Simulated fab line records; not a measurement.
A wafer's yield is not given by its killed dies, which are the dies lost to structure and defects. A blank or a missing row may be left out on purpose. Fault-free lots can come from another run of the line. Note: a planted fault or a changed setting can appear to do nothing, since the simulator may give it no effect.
Check for tools in common -- flow berkeley_cmos170 -- 15 lots and 45 wafers in the sample

== WHY IT WAS OPENED ==
On 3 of the 15 lots, a flag is raised at UCB170_V2_CD_MEAS_12 on the reading cd_nm. Wafers without a fault read 700.5 nm, standard deviation 1.3.
Rule: a lot is flagged when every wafer of it that has a number lies more than 4 standard deviations from that mean, or none has a number. As for the other lots, they are considered sound.

lot,measured,on,"cd_nm (nm), wafer by wafer",flag
L731,day 7 12:58,cd_sem-02,701.3 700.7 700.2,
L733,day 7 23:43,cd_sem-02,700.1 700.9 701.3,
L732,day 8 00:14,cd_sem-02,700.8 700.3 700.0,
L734,day 8 08:47,cd_sem-01,701.2 702.1 702.7,
L736,day 8 19:05,cd_sem-01,703.3 702.6 702.8,
L739,day 9 08:33,cd_sem-01,702.6 703.1 701.9,
L738,day 9 09:09,cd_sem-02,702.0 700.6 701.4,
L740,day 9 09:25,cd_sem-02,698.8 699.6 699.6,
L743,day 9 23:22,cd_sem-01,699.8 699.5 699.6,
L742,day 10 00:23,cd_sem-01,699.2 699.6 699.4,
L741,day 10 00:37,cd_sem-02,702.0 701.5 701.6,
L744,day 10 01:36,cd_sem-01,710.1 710.5 709.9,FLAGGED
L747,day 11 00:51,cd_sem-02,701.5 700.1 700.6,
L748,day 11 01:44,cd_sem-02,712.1 712.0 711.6,FLAGGED
L750,day 11 04:44,cd_sem-01,706.8 708.0 708.5,FLAGGED
The mean of the flagged lots' numbers is 709.9 nm, +9.4 nm from the usual (+7 standard deviations).

== WHICH TOOL EACH LOT WENT THROUGH ==
The record holds 3 process steps before the reading, out of a route of 331 steps. In each cell: the tool, then ch and the chambers that the sampled wafers went through, then the start.
lot,flag,UCB170_M2_METAL_ETCH_18,UCB170_V2_CVD_00,UCB170_V2_SOFTBAKE_08
L731,,"rie_metal-02 ch 0,1, day 7 10:20","pecvd-02 ch 1,2, day 7 10:44","litho_track-04 ch 0, day 7 12:17"
L733,,"rie_metal-04 ch 1, day 7 21:20","pecvd-02 ch 0,2, day 7 21:48","litho_track-03 ch 0, day 7 23:02"
L732,,"rie_metal-01 ch 0,1, day 7 21:46","pecvd-01 ch 0,1,2, day 7 22:10","litho_track-04 ch 0, day 7 23:26"
L734,,"rie_metal-04 ch 0,1, day 8 05:58","pecvd-01 ch 1,2, day 8 06:18","litho_track-01 ch 0, day 8 07:53"
L736,,"rie_metal-01 ch 0,1, day 8 16:53","pecvd-01 ch 0,2, day 8 17:18","litho_track-04 ch 0, day 8 18:32"
L739,,"rie_metal-01 ch 0,1, day 9 06:25","pecvd-04 ch 0,1, day 9 06:49","litho_track-04 ch 0, day 9 08:01"
L738,,"rie_metal-02 ch 1, day 9 06:37","pecvd-01 ch 0,1, day 9 07:01","litho_track-01 ch 0, day 9 08:27"
L740,,"rie_metal-04 ch 0,1, day 9 06:53","pecvd-02 ch 0,1,2, day 9 07:18","litho_track-03 ch 0, day 9 08:44"
L743,,"rie_metal-04 ch 0,1, day 9 21:08","pecvd-01 ch 0,2, day 9 21:33","litho_track-03 ch 0, day 9 22:43"
L742,,"rie_metal-02 ch 0,1, day 9 22:17","pecvd-02 ch 0,1, day 9 22:38","litho_track-03 ch 0, day 9 23:52"
L741,,"rie_metal-01 ch 0,1, day 9 22:30","pecvd-04 ch 1,2, day 9 22:55","litho_track-01 ch 0, day 10 00:05"
L744,FLAGGED,"rie_metal-04 ch 1, day 9 23:20","pecvd-01 ch 0,2, day 9 23:45","litho_track-03 ch 0, day 10 00:56"
L747,,"rie_metal-04 ch 0,1, day 10 22:36","pecvd-04 ch 1,2, day 10 22:56","litho_track-01 ch 0, day 11 00:12"
L748,FLAGGED,"rie_metal-02 ch 0,1, day 10 23:19","pecvd-04 ch 0,1, day 10 23:40","litho_track-03 ch 0, day 11 01:01"
L750,FLAGGED,"rie_metal-04 ch 0,1, day 11 01:51","pecvd-01 ch 1,2, day 11 02:16","litho_track-03 ch 0, day 11 03:53"
What these steps do:
- UCB170_M2_METAL_ETCH_18: etches Al in Cl2/BCl3, stops on SiO2, target depth 1170 nm, time 195 s.
- UCB170_V2_CVD_00: deposits SiO2 from TEOS/O2, target thk 2000 nm, time 250 s.
- UCB170_V2_SOFTBAKE_08: time 60 s.
- UCB170_V2_CD_MEAS_12: target cd 700 nm.

== FLAGGED OVER TOTAL, TOOL BY TOOL (the gauges that took the reading come last) ==
step,tool,lots run,flagged,share of the flagged lots,sound lots run after its first flagged lot
UCB170_M2_METAL_ETCH_18,rie_metal-01,4,0,none,-
UCB170_M2_METAL_ETCH_18,rie_metal-02,4,1,some,0
UCB170_M2_METAL_ETCH_18,rie_metal-04,7,2,some,1 (L747)
UCB170_V2_CVD_00,pecvd-01,7,2,some,0
UCB170_V2_CVD_00,pecvd-02,4,0,none,-
UCB170_V2_CVD_00,pecvd-04,4,1,some,0
UCB170_V2_SOFTBAKE_08,litho_track-01,4,0,none,-
UCB170_V2_SOFTBAKE_08,litho_track-03,7,3,all,0
UCB170_V2_SOFTBAKE_08,litho_track-04,4,0,none,-
UCB170_V2_CD_MEAS_12,cd_sem-01,7,2,some,0
UCB170_V2_CD_MEAS_12,cd_sem-02,8,1,some,0

== WHAT IS ALLOWED BY THE TABLE ==
All flagged lots share 1 row of the table, namely litho_track-03 at UCB170_V2_SOFTBAKE_08.
- litho_track-03 at UCB170_V2_SOFTBAKE_08: 3 of its 7 lots flagged. Its last sound lot is L742 (day 9 23:52), its first flagged lot L744 (day 10 00:56): a fault that began between those two fits. Its own readings (heater_power_total_W, plate_temp_C) fall more than 4 standard deviations out on all wafers of the flagged lots.
Left over: one tool, litho_track-03 at UCB170_V2_SOFTBAKE_08.

== WHAT THE SIMULATOR PUT IN ==
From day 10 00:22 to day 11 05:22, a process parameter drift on litho_track-03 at UCB170_V2_SOFTBAKE_08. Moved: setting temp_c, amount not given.
Lots struck among those shown: L744, L748, L750. The same result came from the rule above.
